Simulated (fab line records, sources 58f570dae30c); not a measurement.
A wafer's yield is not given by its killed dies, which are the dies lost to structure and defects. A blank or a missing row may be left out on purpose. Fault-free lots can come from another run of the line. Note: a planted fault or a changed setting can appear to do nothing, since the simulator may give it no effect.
Chamber matching	flow berkeleyCmos170	rieDiel-01 running UCB170_V1_ETCH_14: 4 sister chambers
The step etches SiO2 in CHF3/CF4/Ar, stops on Al, target depth 1250 nm, time 291 s. 16 wafers are shown with their chamber, then 8 later ones without.

== WAFERS PAIRED WITH THEIR CHAMBERS ==
wafer	chamber	throttleValvePct (%)	drypumpMotorCurrentA (A)	oesProductAu (a.u.)
L892.3	0	7.16	6.0	0.861
L892.4	3	6.97	5.8	0.879
L892.5	0	7.18	6.0	0.865
L894.2	0	7.17	6.0	0.865
L894.3	1	6.88	6.2	0.885
L894.5	0	7.15	6.0	0.858
L896.2	2	6.90	6.2	0.862
L896.3	1	6.86	6.3	0.887
L896.6	2	6.91	6.3	0.862
L895.3	0	7.16	6.0	0.864
L895.5	0	7.18	6.0	0.863
L895.6	3	6.99	5.8	0.877
L902.3	3	6.95	5.8	0.888
L902.4	1	6.87	6.2	0.879
L902.6	3	6.99	5.9	0.885
L907.2	3	6.98	5.8	0.881

SIGNATURES (averages over the wafers above)
reading	chamber 0	chamber 1	chamber 2	chamber 3	scatter within a chamber
throttleValvePct	7.1667	6.8700	6.9050	6.9760	0.0132
drypumpMotorCurrentA	6.000	6.233	6.250	5.820	0.0405
oesProductAu	0.86267	0.88367	0.86200	0.88200	0.00356
Rule: for a wafer and a chamber, the distance is found by dividing, reading by reading, the gap between the wafer's reading and the chamber's mean by the reading's scatter, squaring, summing and taking the root. The wafer belongs to the nearest chamber; if the next one is less than 2 further off, it can't be placed. The scatter: take each reading less its chamber's mean, square it, sum over the shown wafers, divide by the number of wafers less the number of chambers, and take the root.

== WAFERS WHOSE CHAMBER IS MISSING ==
wafer	throttleValvePct (%)	drypumpMotorCurrentA (A)	oesProductAu (a.u.)
L907.3	6.87	6.3	0.863
L907.4	6.88	6.2	0.864
L909.1	6.90	6.2	0.860
L909.4	6.97	5.8	0.883
L909.5	6.86	6.3	0.881
L911.1	6.89	6.3	0.856
L911.2	6.98	5.9	0.882
L911.6	6.97	5.8	0.885

== WHICH CHAMBER EACH WENT THROUGH ==
wafer	from the rows above	in truth
L907.3	2	2
L907.4	2	2
L909.1	2	2
L909.4	3	3
L909.5	1	1
L911.1	2	2
L911.2	3	3
L911.6	3	3
8 of 8 placed correctly. Not placeable from these rows: 0. Placed wrongly: 0.
